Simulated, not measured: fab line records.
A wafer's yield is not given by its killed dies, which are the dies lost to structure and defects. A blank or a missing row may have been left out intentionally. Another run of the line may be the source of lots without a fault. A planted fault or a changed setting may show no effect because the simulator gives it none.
Chamber matching    flow berkeley cmos170    UCB170_NWELL_ETCH_13 on rie diel-04 has 4 sister chambers
The step etches Si3N4 in CH3F/Ar/O2, stops on SiO2, target depth 246.4 nm, time 154 s. 14 wafers are shown with their chamber, then 7 later ones without.

== WAFERS, EACH WITH ITS CHAMBER ==
wafer   chamber  throttle valve pct (%)  oes product au (a.u.)  mfc ar sccm (sccm)
L757.3  3        7.82                    0.922                  50.20
L757.5  2        8.00                    0.922                  49.78
L757.6  3        7.83                    0.939                  50.12
L758.2  2        7.99                    0.938                  50.20
L758.4  0        7.77                    0.951                  50.01
L758.6  2        7.98                    0.926                  50.08
L761.1  1        8.08                    0.930                  49.97
L761.3  2        7.98                    0.936                  50.03
L761.6  3        7.82                    0.929                  50.03
L762.1  3        7.83                    0.935                  50.14
L762.3  1        8.09                    0.927                  49.86
L762.5  0        7.77                    0.957                  49.84
L764.3  2        7.98                    0.934                  49.85
L764.4  1        8.07                    0.918                  49.91

SIGNATURES (averages over the wafers above)
reading             chamber 0  chamber 1  chamber 2  chamber 3  scatter within a chamber
throttle valve pct  7.7700     8.0800     7.9860     7.8250     0.00787
oes product au      0.95400    0.92500    0.93120    0.93125    0.0067
mfc ar sccm         49.9250    49.9133    49.9880    50.1225    0.124
Rule: for each reading, subtract the chamber's mean from the wafer's reading, divide by that reading's scatter and square the result; add these up over the readings and take the root, which gives the wafer's distance from the chamber. If the next closest chamber is less than 2 further off than the closest, the wafer can't be placed; otherwise it belongs to the closest. The scatter: take each reading less its chamber's mean, square it, sum over the shown wafers, divide by the number of wafers less the number of chambers, and take the root.

== WAFERS WITH NO CHAMBER GIVEN ==
wafer   throttle valve pct (%)  oes product au (a.u.)  mfc ar sccm (sccm)
L764.5  7.83                    0.932                  50.04
L777.2  7.76                    0.956                  50.23
L777.5  8.07                    0.940                  50.03
L777.6  7.76                    0.957                  50.05
L778.1  7.77                    0.958                  49.91
L778.2  8.01                    0.935                  49.97
L778.4  7.82                    0.939                  49.91

== THE CHAMBER EACH PASSED THROUGH ==
wafer   from the rows above  in truth
L764.5  3                    3
L777.2  0                    0
L777.5  1                    1
L777.6  0                    0
L778.1  0                    0
L778.2  2                    2
L778.4  3                    3
7 of 7 placed correctly. From these rows, 0 cannot be placed. Placed wrongly: 0.
